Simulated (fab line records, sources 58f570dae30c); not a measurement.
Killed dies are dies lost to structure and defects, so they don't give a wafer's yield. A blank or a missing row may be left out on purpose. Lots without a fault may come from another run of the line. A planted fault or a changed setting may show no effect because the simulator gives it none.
fab line records | flow berkeley_cmos170
record lots=5 wafers=23
route steps=331 shown GATE@140 PLDD@153 PSD@178 SDANNEAL@204 SILICIDE@211 V1@254 M2@272
start_h: hours from the record's first day to the start of the lot's first wafer shown | wait_h: hours since the lot's step before | " the same as in the row above | L1.1+2: a row that stands for several wafers | - no value, or no start given | * or withheld: withheld | < > ~ a bound
route shown NAME@n: a module of which the file shows steps, and the number in the route of the first | usual: mean/standard deviation of fault-free wafers | same: alike in all rows | chamber/n: place in a boat | sites: the reading at each site | _std_site: their standard deviation | _edge_site: outer sites' mean less inner sites' | radius_mm: how far each site lies from the wafer's centre | mask NAME#n: copy n | behind: the tool/chamber that last shaped the wafer | hold: why the lot was held/for how many hours/how that ended | device: the transistor (n, p or np) that didn't switch | end of line: the same wafers' tests at the end of the route | a step without rows: its recipe alone | killed: dies lost to structure and defects at the first sort, not the wafer's yield | map: a wafer's dies, x killed, . not, _ none there
set.NAME: the setting as run; set.NAME@STEP: as run at that earlier step | model.NAME: the simulator's own value behind a step, which no gauge read
lots whose settings were changed on purpose; a table a step, a row a wafer
## steps
# step UCB170_GATE_ETCH_14
# recipe chemistry=N2/H2 target_depth_a=withheld overetch_a=withheld target=BARC time_s=withheld source_w=500 bias_w=100 pressure_mtorr=30 n2_flow_sccm=100 h2_flow_sccm=200
# columns lot.wafer tool chamber start_h wait_h set.pressure_mtorr
L074.1+2+4+5+6 rie_diel-01 0,1,2,0,1 109.17 0.0 28.51
L075.1+2+3+4+6 rie_diel-01 2,3,1,0,2 121.05 0.0 27.68
L079.1+2+3+5+6 rie_diel-04 3,2,0,0,3 138.56 0.0 30
L081.1+2+4+5+6 rie_diel-03 1,3,2,1,0 156.77 0.0 30
L085.1+3+6 rie_diel-03 2,1,3 175.11 0.0 30
# step UCB170_GATE_ETCH_15
# recipe chemistry=HBr/Cl2 target=poly-Si stop_on=SiO2 over_etch_frac=0.3 icp_w=300 bias_w=150 time_s=56.3 pressure_mtorr=15 HBr_flow_sccm=150 Cl2_flow_sccm=50 target_depth_a=2782
# columns lot.wafer tool chamber start_h wait_h set.resist_thk_nm@GATE_COAT_07 model.KrF_of_GATE_COAT_07.thk_nm
L074.1 rie_si-01 1 109.22 - 900 776.1
L074.2 " 3 " " 882.8 759.1
L074.4 " 0 " " 900 778.7
L074.5 " 3 " " 882.8 761.2
L074.6 " 1 " " 900 777.4
L075.1 rie_si-02 1 121.09 - 900 776.2
L075.2 " 2 " " 871.5 744.1
L075.3 " 3 " " 871.5 740.7
L075.4 " 0 " " 900 772.8
L075.6 " 3 " " 871.5 746
L079.1 rie_si-01 0 138.60 - 900 775.8
L079.2 " 2 " " 900 780.8
L079.3 " 3 " " 900 771.6
L079.5 " 0 " " 900 776.1
L079.6 " 1 " " 900 772.4
L081.1 rie_si-02 2 156.81 - 900 776.8
L081.2 " 0 " " 900 772.4
L081.4 " 0 " " 900 773.8
L081.5 " 2 " " 900 777.2
L081.6 " 3 " " 900 771.8
L085.1 rie_si-02 1 175.16 - 900 777.2
L085.3 " 3 " " 900 776.7
L085.6 " 2 " " 900 778
# step UCB170_PLDD_IMPLANT_08
# recipe species=BF2 dose_cm2=5e+13 energy_kev=10 tilt_deg=7 rotation_deg=0
# columns lot.wafer tool chamber start_h wait_h set.dose_cm2
L074.1+2+4+5+6 implanter-02 0 110.99 0.0 5e+13
L075.1+2+6 implanter-01 0 122.58 0.0 4.679e+13
L075.3+4 " 0 " " 5e+13
L079.1+2+3 implanter-03 0 140.05 0.0 4.812e+13
L079.5+6 " 0 " " 5e+13
L081.1+2+4+5+6 implanter-02 0 158.44 0.0 5e+13
L085.1+3+6 implanter-02 0 177.30 0.0 5e+13
# step UCB170_PSD_EXPOSE_03
# recipe mask_id=PSELECT_MOD na=0.5 sigma_outer=0.6 source_shape=conventional target_cd_nm=1200 dose_mj=30
# columns lot.wafer tool chamber start_h wait_h mask set.dose_mj
L074.1+2+4+5+6 krf_scanner-01 0 118.14 0.1 PSELECT_MOD#0 30
L075.1+3 krf_scanner-01 0 132.42 0.2 PSELECT_MOD#0 30
L075.2+4+6 " 0 " " PSELECT_MOD#0 31.13
L079.1+2+6 krf_scanner-02 0 148.70 0.2 PSELECT_MOD#0 30
L079.3+5 " 0 " " PSELECT_MOD#0 31.73
L081.1+2+5 krf_scanner-01 0 165.54 0.4 PSELECT_MOD#0 31.2
L081.4+6 " 0 " " PSELECT_MOD#0 30
L085.1+3+6 krf_scanner-02 0 185.81 0.1 PSELECT_MOD#0 30
# step UCB170_PSD_PEB_04
# recipe peb_temp_c=130 peb_time_s=withheld resist=KrF
# step UCB170_PSD_DEVELOP_05
# recipe developer=TMAH develop_time_s=45 resist=KrF dev_temp_c=21
# step UCB170_PSD_CD_MEAS_06
# recipe target_cd_nm=1200
# usual cd_nm=1200.1/1.3
# columns lot.wafer tool chamber start_h wait_h set.dose_mj@PSD_EXPOSE_03 cd_nm
L074.1 cd_sem-02 - 118.82 - 30 1199.7
L074.2 " - " " 30 1199.2
L074.4 " - " " 30 1199.7
L074.5 " - " " 30 1200.0
L074.6 " - " " 30 1199.6
L075.1 cd_sem-02 - 132.81 - 30 1201.9
L075.2 " - " " 31.13 1209.7
L075.3 " - " " 30 1203.0
L075.4 " - " " 31.13 1210.1
L075.6 " - " " 31.13 1209.2
L079.1 cd_sem-01 - 149.10 - 30 1201.0
L079.2 " - " " 30 1200.3
L079.3 " - " " 31.73 1210.3
L079.5 " - " " 31.73 1211.1
L079.6 " - " " 30 1200.7
L081.1 cd_sem-01 - 166.30 - 31.2 1207.2
L081.2 " - " " 31.2 1207.1
L081.4 " - " " 30 1201.2
L081.5 " - " " 31.2 1207.7
L081.6 " - " " 30 1201.3
L085.1 cd_sem-01 - 186.20 - 30 1201.0
L085.3 " - " " 30 1200.5
L085.6 " - " " 30 1200.1
# step UCB170_SDANNEAL_RTA_00
# recipe temp_c=900 time_s=10 ambient=N2
# columns lot.wafer tool chamber start_h wait_h set.time_s
L074.1+6 rtp_anneal-02 0 122.29 0.0 9.481
L074.2+4+5 " 0 " " 10
L075.1+2+3+4+6 rtp_anneal-02 0 135.94 0.0 10
L079.1+3+6 rtp_anneal-01 0 153.95 0.0 9.025
L079.2+5 " 0 " " 10
L081.1+5+6 rtp_anneal-01 0 169.98 0.0 10
L081.2+4 " 0 " " 8.84
L085.1+3+6 rtp_anneal-02 0 189.19 0.0 10
# step UCB170_SDANNEAL_RTA_01
# recipe temp_c=1050 time_s=5 ambient=N2
# step UCB170_SDANNEAL_RS_MEAS_04
# recipe thk_meas_gauge=four-point-probe
# usual PLDD_RS=1031/3.3
# columns lot.wafer tool chamber start_h wait_h set.dose_cm2@PLDD_IMPLANT_08 PLDD_RS[ohm/sq]
L074.1 film_metro-01 - 122.66 0.1 5e+13 1035
L074.2 " - " " 5e+13 1033
L074.4 " - " " 5e+13 1038
L074.5 " - " " 5e+13 1038
L074.6 " - " " 5e+13 1038
L075.1 film_metro-04 - 136.30 0.1 4.679e+13 1052
L075.2 " - " " 4.679e+13 1049
L075.3 " - " " 5e+13 1025
L075.4 " - " " 5e+13 1023
L075.6 " - " " 4.679e+13 1053
L079.1 film_metro-02 - 154.32 0.1 4.812e+13 1031
L079.2 " - " " 4.812e+13 1032
L079.3 " - " " 4.812e+13 1031
L079.5 " - " " 5e+13 1016
L079.6 " - " " 5e+13 1019
L081.1 film_metro-04 - 170.34 0.1 5e+13 1030
L081.2 " - " " 5e+13 1029
L081.4 " - " " 5e+13 1030
L081.5 " - " " 5e+13 1031
L081.6 " - " " 5e+13 1029
L085.1 film_metro-01 - 189.56 0.1 5e+13 1032
L085.3 " - " " 5e+13 1031
L085.6 " - " " 5e+13 1028
# step UCB170_SILICIDE_SPUTTER_01
# recipe material=Ti target_thk_nm=30 time_s=25 power_w=1500 chamber_pressure_pa=0.5
# columns lot.wafer tool chamber start_h wait_h set.power_w model.Ti_of_SILICIDE_SPUTTER_01.thk_nm
L074.1 pvd_sputter-03 - 122.96 0.0 1500 29.84
L074.2 " - " " 1370 26.93
L074.4 " - " " 1370 26.96
L074.5 " - " " 1500 29.76
L074.6 " - " " 1500 29.67
L075.1 pvd_sputter-04 - 136.61 0.0 1500 30.31
L075.2 " - " " 1500 29.54
L075.3 " - " " 1586 31.63
L075.4 " - " " 1500 29.89
L075.6 " - " " 1586 31.56
L079.1 pvd_sputter-02 - 154.62 0.0 1500 29.96
L079.2 " - " " 1604 32.07
L079.3 " - " " 1500 30.34
L079.5 " - " " 1604 31.99
L079.6 " - " " 1604 32.02
L081.1 pvd_sputter-04 - 170.65 0.0 1500 29.55
L081.2 " - " " 1500 29.89
L081.4 " - " " 1368 26.94
L081.5 " - " " 1368 27.47
L081.6 " - " " 1368 26.85
L085.1 pvd_sputter-04 - 189.87 0.0 1500 30.31
L085.3 " - " " 1500 30.25
L085.6 " - " " 1500 30.37
# step UCB170_SILICIDE_RS_MEAS_02
# recipe thk_meas_gauge=four-point-probe reads=Ti_of_SILICIDE_SPUTTER_01
# usual SILICIDE_TI_RS=26.3/0.31
# columns lot.wafer tool chamber start_h wait_h set.power_w@SILICIDE_SPUTTER_01 SILICIDE_TI_RS[ohm/sq]
L074.1 film_metro-03 - 122.99 0.0 1500 26.2
L074.2 " - " " 1370 29.6
L074.4 " - " " 1370 29.6
L074.5 " - " " 1500 26.4
L074.6 " - " " 1500 26.5
L075.1 film_metro-04 - 136.64 0.0 1500 25.8
L075.2 " - " " 1500 26.6
L075.3 " - " " 1586 24.6
L075.4 " - " " 1500 26.3
L075.6 " - " " 1586 24.6
L079.1 film_metro-03 - 154.66 0.0 1500 26.2
L079.2 " - " " 1604 24.1
L079.3 " - " " 1500 25.8
L079.5 " - " " 1604 24.2
L079.6 " - " " 1604 24.2
L081.1 film_metro-02 - 170.68 0.0 1500 26.5
L081.2 " - " " 1500 26.1
L081.4 " - " " 1368 29.5
L081.5 " - " " 1368 28.9
L081.6 " - " " 1368 29.6
L085.1 film_metro-02 - 189.90 0.0 1500 25.7
L085.3 " - " " 1500 25.8
L085.6 " - " " 1500 25.7
# step UCB170_SILICIDE_THK_MEAS_03
# recipe thk_meas_gauge=xrf reads=Ti_of_SILICIDE_SPUTTER_01
# usual SILICIDE_TI_THK=30.1/0.31
# columns lot.wafer tool chamber start_h wait_h set.power_w@SILICIDE_SPUTTER_01 SILICIDE_TI_THK[nm]
L074.1 film_metro-03 - 123.11 0.1 1500 30.3
L074.2 " - " " 1370 27.3
L074.4 " - " " 1370 27.3
L074.5 " - " " 1500 30.1
L074.6 " - " " 1500 30.1
L075.1 film_metro-04 - 136.76 0.1 1500 30.9
L075.2 " - " " 1500 30.0
L075.3 " - " " 1586 32.2
L075.4 " - " " 1500 30.2
L075.6 " - " " 1586 32.0
L079.1 film_metro-03 - 154.78 0.1 1500 30.3
L079.2 " - " " 1604 32.4
L079.3 " - " " 1500 30.7
L079.5 " - " " 1604 32.3
L079.6 " - " " 1604 32.3
L081.1 film_metro-02 - 170.80 0.1 1500 29.7
L081.2 " - " " 1500 30.0
L081.4 " - " " 1368 26.9
L081.5 " - " " 1368 27.6
L081.6 " - " " 1368 27.0
L085.1 film_metro-02 - 190.02 0.1 1500 30.4
L085.3 " - " " 1500 30.3
L085.6 " - " " 1500 30.5
# step UCB170_V1_CVD_00
# recipe material=SiO2 target_thk_nm=2000 temp_c=390 precursor=TEOS/O2 time_s=250 rf_w=550 pressure_mtorr=9000
# columns lot.wafer tool chamber start_h wait_h set.time_s model.SiO2_of_V1_CVD_00.thk_nm
L074.1+5 pecvd-03 1,0 133.73 0.0 261.3 -
L074.2 " 0 " " 250 1972
L074.4 " 2 " " 250 2026
L074.6 " 1 " " 250 -
L075.1 pecvd-03 1 146.12 0.0 250 1976
L075.2+6 " 2,1 " " 283.7 -
L075.3 " 0 " " 250 -
L075.4 " 2 " " 283.7 2278
L079.1 pecvd-02 2 166.26 0.0 250 1990
L079.2 " 1 " " 250 2005
L079.3 " 0 " " 226.1 1781
L079.5 " 2 " " 250 2024
L079.6 " 0 " " 226.1 1800
L081.1 pecvd-03 0 187.39 0.0 250 1946
L081.2 " 2 " " 250 1964
L081.4+6 " 1,0 " " 250 1997
L081.5 " 2 " " 250 1989
L085.1 pecvd-02 2 201.49 0.0 250 1993
L085.3 " 1 " " 250 1980
L085.6 " 2 " " 250 2024
# step UCB170_V1_THK_MEAS_01
# recipe reads=SiO2_of_V1_CVD_00
# usual V1_TEOS_THK=1997/29
# columns lot.wafer tool chamber start_h wait_h set.time_s@V1_CVD_00 V1_TEOS_THK[nm]
L074.1 film_metro-03 - 133.89 0.1 261.3 2055
L074.2 " - " " 250 1973
L074.4 " - " " 250 2027
L074.5 " - " " 261.3 2094
L074.6 " - " " 250 2010
L075.1 film_metro-02 - 146.27 0.1 250 1975
L075.2 " - " " 283.7 2249
L075.3 " - " " 250 1992
L075.4 " - " " 283.7 2278
L075.6 " - " " 283.7 2275
L079.1 film_metro-03 - 166.42 0.1 250 1992
L079.2 " - " " 250 2005
L079.3 " - " " 226.1 1780
L079.5 " - " " 250 2024
L079.6 " - " " 226.1 1800
L081.1 film_metro-01 - 187.55 0.1 250 1947
L081.2 " - " " 250 1964
L081.4 " - " " 250 1996
L081.5 " - " " 250 1991
L081.6 " - " " 250 1994
L085.1 film_metro-02 - 201.65 0.1 250 1992
L085.3 " - " " 250 1981
L085.6 " - " " 250 2025
# step UCB170_V1_EXPOSE_09
# recipe mask_id=VIA1 target_cd_nm=700 na=0.5 sigma_outer=0.6 source_shape=conventional dose_mj=37
# columns lot.wafer tool chamber start_h wait_h mask set.dose_mj
L074.1+4+6 krf_scanner-01 0 135.05 0.1 VIA1#0 37
L074.2+5 " 0 " " VIA1#0 34.7
L075.1+2+3 krf_scanner-02 0 147.50 0.1 VIA1#0 39.2
L075.4+6 " 0 " " VIA1#0 37
L079.1+2+3 krf_scanner-01 0 167.96 0.1 VIA1#0 37
L079.5+6 " 0 " " VIA1#0 39.48
L081.1+2+4+5+6 krf_scanner-02 0 188.96 0.4 VIA1#0 37
L085.1+3+6 krf_scanner-02 0 203.91 0.1 VIA1#0 37
# step UCB170_V1_PEB_10
# recipe peb_temp_c=130.5 peb_time_s=withheld resist=KrF
# step UCB170_V1_DEVELOP_11
# recipe developer=TMAH develop_time_s=45 resist=KrF dev_temp_c=21
# step UCB170_V1_CD_MEAS_12
# recipe target_cd_nm=700
# usual cd_nm=700.1/1.2
# columns lot.wafer tool chamber start_h wait_h set.dose_mj@V1_EXPOSE_09 cd_nm
L074.1 cd_sem-02 - 135.78 - 37 700.9
L074.2 " - " " 34.7 689.5
L074.4 " - " " 37 701.8
L074.5 " - " " 34.7 688.9
L074.6 " - " " 37 700.9
L075.1 cd_sem-01 - 148.05 - 39.2 709.2
L075.2 " - " " 39.2 709.3
L075.3 " - " " 39.2 710.6
L075.4 " - " " 37 699.7
L075.6 " - " " 37 699.4
L079.1 cd_sem-02 - 168.51 - 37 699.0
L079.2 " - " " 37 698.5
L079.3 " - " " 37 698.2
L079.5 " - " " 39.48 708.9
L079.6 " - " " 39.48 710.4
L081.1 cd_sem-01 - 189.83 - 37 699.2
L081.2 " - " " 37 698.8
L081.4 " - " " 37 699.2
L081.5 " - " " 37 700.8
L081.6 " - " " 37 699.4
L085.1 cd_sem-01 - 204.49 - 37 699.5
L085.3 " - " " 37 700.1
L085.6 " - " " 37 700.6
# step UCB170_V1_ETCH_14
# recipe chemistry=CHF3/CF4/Ar target=SiO2 stop_on=Al CHF3_flow_sccm=45 cf4_flow_sccm=15 Ar_flow_sccm=150 pressure_mtorr=200 rf_w=700 target_depth_a=12500 over_etch_frac=0.25 time_s=291
# columns lot.wafer tool chamber start_h wait_h set.dose_mj@V1_EXPOSE_09 model.V1.cd_nm
L074.1 rie_diel-01 3 135.93 0.0 37 701
L074.2 " 0 " " 34.7 690.3
L074.4 " 2 " " 37 701.3
L074.5 " 0 " " 34.7 688.9
L074.6 " 1 " " 37 701.5
L075.1 rie_diel-03 2 148.21 0.0 39.2 709.1
L075.2 " 1 " " 39.2 709.4
L075.3 " 0 " " 39.2 710.7
L075.4 " 2 " " 37 699.7
L075.6 " 1 " " 37 699.1
L079.1 rie_diel-01 0 168.67 0.0 37 699.1
L079.2 " 3 " " 37 698.6
L079.3 " 1 " " 37 698.8
L079.5 " 2 " " 39.48 708.6
L079.6 " 1 " " 39.48 710.6
L081.1 rie_diel-03 0 189.99 0.0 37 699.5
L081.2 " 1 " " 37 699.1
L081.4 " 0 " " 37 699.3
L081.5 " 1 " " 37 700.9
L081.6 " 3 " " 37 700.5
L085.1 rie_diel-01 0 204.65 0.0 37 699.1
L085.3 " 3 " " 37 700.4
L085.6 " 1 " " 37 701.8
# step UCB170_V1_STRIP_15
# recipe chemistry=O2 power_w=400 pressure_mtorr=3500 platen_temp_c=withheld o2_flow_sccm=400 overash_fraction=0.5
# step UCB170_V1_CD_MEAS_90
# recipe target_cd_nm=700
# usual cd_nm=700.4/1.3
# columns lot.wafer tool chamber start_h wait_h set.dose_mj@V1_EXPOSE_09 cd_nm
L074.1 cd_sem-02 - 136.21 0.1 37 701.0
L074.2 " - " " 34.7 690.2
L074.4 " - " " 37 701.5
L074.5 " - " " 34.7 688.8
L074.6 " - " " 37 701.2
L075.1 cd_sem-02 - 148.48 0.1 39.2 709.2
L075.2 " - " " 39.2 709.8
L075.3 " - " " 39.2 710.6
L075.4 " - " " 37 699.7
L075.6 " - " " 37 699.0
L079.1 cd_sem-02 - 168.95 0.1 37 698.9
L079.2 " - " " 37 698.6
L079.3 " - " " 37 698.8
L079.5 " - " " 39.48 708.6
L079.6 " - " " 39.48 710.5
L081.1 cd_sem-01 - 190.27 0.1 37 699.6
L081.2 " - " " 37 699.2
L081.4 " - " " 37 698.7
L081.5 " - " " 37 701.0
L081.6 " - " " 37 700.3
L085.1 cd_sem-02 - 204.93 0.1 37 699.2
L085.3 " - " " 37 700.5
L085.6 " - " " 37 701.8
# step UCB170_M2_SPUTTER_01
# recipe material=Al target_thk_nm=900 time_s=120 power_w=6000 chamber_pressure_pa=0.5
# columns lot.wafer tool chamber start_h wait_h set.time_s model.Al_of_M2_SPUTTER_01.thk_nm
L074.1 pvd_sputter-02 - 136.40 0.0 130.8 967.7
L074.2 " - " " 120 900.6
L074.4 " - " " 120 886.3
L074.5 " - " " 130.8 979.6
L074.6 " - " " 130.8 979.8
L075.1 pvd_sputter-01 - 148.67 0.0 120 922.1
L075.2 " - " " 103.7 798.1
L075.3 " - " " 103.7 786.7
L075.4 " - " " 120 917
L075.6 " - " " 103.7 782.9
L079.1 pvd_sputter-02 - 169.13 0.0 120 893.6
L079.2 " - " " 120 887.8
L079.3 " - " " 120 893
L079.5 " - " " 120 889.2
L079.6 " - " " 120 894.8
L081.1 pvd_sputter-02 - 190.45 0.0 120 895.8
L081.2 " - " " 120 900.4
L081.4 " - " " 120 900.7
L081.5 " - " " 120 897.1
L081.6 " - " " 120 901
L085.1 pvd_sputter-01 - 205.12 0.0 120 882.7
L085.3 " - " " 120 890.8
L085.6 " - " " 120 892.4
# step UCB170_M2_RS_MEAS_02
# recipe thk_meas_gauge=four-point-probe reads=Al_of_M2_SPUTTER_01
# usual M2_AL_RS=0.0321/0.00033
# columns lot.wafer tool chamber start_h wait_h set.time_s@M2_SPUTTER_01 M2_AL_RS[ohm/sq]
L074.1 film_metro-02 - 136.48 0.0 130.8 0.0298
L074.2 " - " " 120 0.0320
L074.4 " - " " 120 0.0325
L074.5 " - " " 130.8 0.0294
L074.6 " - " " 130.8 0.0294
L075.1 film_metro-04 - 148.75 0.0 120 0.0314
L075.2 " - " " 103.7 0.0363
L075.3 " - " " 103.7 0.0368
L075.4 " - " " 120 0.0315
L075.6 " - " " 103.7 0.0371
L079.1 film_metro-03 - 169.22 0.0 120 0.0324
L079.2 " - " " 120 0.0326
L079.3 " - " " 120 0.0325
L079.5 " - " " 120 0.0325
L079.6 " - " " 120 0.0324
L081.1 film_metro-04 - 190.54 0.0 120 0.0323
L081.2 " - " " 120 0.0322
L081.4 " - " " 120 0.0322
L081.5 " - " " 120 0.0322
L081.6 " - " " 120 0.0321
L085.1 film_metro-02 - 205.20 0.0 120 0.0327
L085.3 " - " " 120 0.0325
L085.6 " - " " 120 0.0323
# step UCB170_M2_THK_MEAS_03
# recipe thk_meas_gauge=xrf reads=Al_of_M2_SPUTTER_01
# usual M2_AL_THK=897/10
# columns lot.wafer tool chamber start_h wait_h set.time_s@M2_SPUTTER_01 M2_AL_THK[nm]
L074.1 film_metro-02 - 136.60 0.1 130.8 964
L074.2 " - " " 120 892
L074.4 " - " " 120 876
L074.5 " - " " 130.8 970
L074.6 " - " " 130.8 970
L075.1 film_metro-04 - 148.87 0.1 120 916
L075.2 " - " " 103.7 793
L075.3 " - " " 103.7 788
L075.4 " - " " 120 904
L075.6 " - " " 103.7 778
L079.1 film_metro-03 - 169.34 0.1 120 891
L079.2 " - " " 120 886
L079.3 " - " " 120 892
L079.5 " - " " 120 880
L079.6 " - " " 120 892
L081.1 film_metro-04 - 190.66 0.1 120 896
L081.2 " - " " 120 901
L081.4 " - " " 120 898
L081.5 " - " " 120 894
L081.6 " - " " 120 897
L085.1 film_metro-02 - 205.32 0.1 120 874
L085.3 " - " " 120 887
L085.6 " - " " 120 885
## key
split step=UCB170_GATE_ETCH_14 setting=pressure_mtorr stated=30 by=lot
response none clear
split step=UCB170_PLDD_IMPLANT_08 setting=dose_cm2 stated=5e+13 by=wafer
response step=UCB170_SDANNEAL_RS_MEAS_04 reading=PLDD_RS change=-4.12 per=1% r=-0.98
split step=UCB170_PSD_EXPOSE_03 setting=dose_mj stated=30 by=wafer
response step=UCB170_PSD_CD_MEAS_06 reading=cd_nm change=+1.73 per=1% r=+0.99
split step=UCB170_SDANNEAL_RTA_00 setting=time_s stated=10 by=wafer
response none clear
split step=UCB170_SILICIDE_SPUTTER_01 setting=power_w stated=1500 by=wafer
response step=UCB170_SILICIDE_SPUTTER_01 reading=model.Ti_of_SILICIDE_SPUTTER_01.thk_nm change=+0.301 per=1% r=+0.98
response step=UCB170_SILICIDE_RS_MEAS_02 reading=SILICIDE_TI_RS change=-0.331 per=1% r=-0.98
response step=UCB170_SILICIDE_THK_MEAS_03 reading=SILICIDE_TI_THK change=+0.306 per=1% r=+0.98
split step=UCB170_V1_CVD_00 setting=time_s stated=250 by=wafer
response step=UCB170_V1_CVD_00 reading=model.SiO2_of_V1_CVD_00.thk_nm change=+22.5 per=1% r=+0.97
response step=UCB170_V1_THK_MEAS_01 reading=V1_TEOS_THK change=+21.2 per=1% r=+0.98
split step=UCB170_V1_EXPOSE_09 setting=dose_mj stated=37 by=wafer
response step=UCB170_V1_CD_MEAS_12 reading=cd_nm change=+1.76 per=1% r=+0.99
response step=UCB170_V1_ETCH_14 reading=model.V1.cd_nm change=+1.74 per=1% r=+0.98
response step=UCB170_V1_CD_MEAS_90 reading=cd_nm change=+1.74 per=1% r=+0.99
split step=UCB170_M2_SPUTTER_01 setting=time_s stated=120 by=wafer
response step=UCB170_M2_SPUTTER_01 reading=model.Al_of_M2_SPUTTER_01.thk_nm change=+9.46 per=1% r=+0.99
response step=UCB170_M2_RS_MEAS_02 reading=M2_AL_RS change=-0.00036 per=1% r=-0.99
response step=UCB170_M2_THK_MEAS_03 reading=M2_AL_THK change=+9.15 per=1% r=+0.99
split outside_this_file step=UCB170_GATE_COAT_07 setting=resist_thk_nm
# split outside_this_file: this setting was split too, and the file shows its column; the key of that split is in another file
